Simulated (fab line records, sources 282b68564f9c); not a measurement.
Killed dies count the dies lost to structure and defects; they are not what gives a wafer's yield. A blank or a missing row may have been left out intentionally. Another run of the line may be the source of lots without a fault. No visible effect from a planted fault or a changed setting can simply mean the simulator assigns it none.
The same fault as seen by 2 desks | flow rit-cmos | what lay behind the numbers comes last; until then each desk has only its own

TOOL OWNER'S DESK, litho-track-04
The tool's own readings at RIT_PSD_HARDBAKE_07 (time 60 s): means of the sampled wafers that have a number, for each lot that ran on this tool. A lot is out of limits, marked OUT, if its mean lies more than 4 standard deviations from the usual mean; the brackets give that distance.
Columns: A = heater-power-total-W at RIT_PSD_HARDBAKE_07, usual 62.54 W; B = plate-temp-C at RIT_PSD_HARDBAKE_07, usual 140.04 C
lot  | first seen here | A               | B
L984 | day 3 01:22     | 62.56           | 139.93
L985 | day 3 07:35     | 62.57           | 140.07
L992 | day 4 17:55     | 62.55           | 140.02
L993 | day 5 00:31     | 60.35 (-43) OUT | 136.20 (-32) OUT
L994 | day 5 03:59     | 60.38 (-42) OUT | 136.30 (-31) OUT
L105 | day 7 20:17     | 62.55           | 140.15
L107 | day 8 10:05     | 62.53           | 139.96
This desk's finding: out of limits on L993, L994; first on L993, day 5 00:31 (heater-power-total-W at RIT_PSD_HARDBAKE_07). L984, L985, L992, L105, L107: within limits.

THE METROLOGY DESK
Lot by lot, what the gauges showed, no matter which tool ran the lot: averages of those sampled wafers that carry a number. A lot is out of limits, marked OUT, if its mean lies more than 4 standard deviations from the usual mean; the brackets give that distance.
Columns: A = PWELL_OVL at RIT_PWELL_OVL_MEAS_06, usual 0.2 nm
lot  | first seen here | A
L984 | day 1 23:08     | 0.8
L985 | day 2 03:04     | -1.2
L987 | day 2 13:40     | 1.0
L988 | day 2 20:41     | 0.7
L990 | day 3 05:16     | 2.2
L992 | day 3 15:32     | -0.6
L993 | day 3 21:43     | -0.8
L994 | day 4 00:24     | 0.1
L995 | day 4 05:19     | -0.5
L101 | day 5 13:43     | 0.6
L102 | day 5 21:43     | -1.6
L105 | day 6 13:43     | 1.6
L106 | day 6 17:07     | 0.7
L107 | day 7 01:58     | -1.1
This desk found nothing out of limits on any of the 14 lots.

ALL TOGETHER
The tool owner's desk had the chance to raise an alarm at day 5 00:31 on L993, L994.
At the metrology desk, nothing out of limits was observed.
The metrology desk has L993, L994 on record, within its limits.
All the named lots went through RIT_PSD_HARDBAKE_07 on litho-track-04.

WHAT WAS PUT IN BY THE SIMULATOR
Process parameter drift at RIT_PSD_HARDBAKE_07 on litho-track-04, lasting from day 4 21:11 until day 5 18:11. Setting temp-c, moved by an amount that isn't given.
Lots struck among those shown: L993, L994.
How many hours passed from the start of the fault until each desk's first out-of-limits reading: the tool owner's desk, 3.
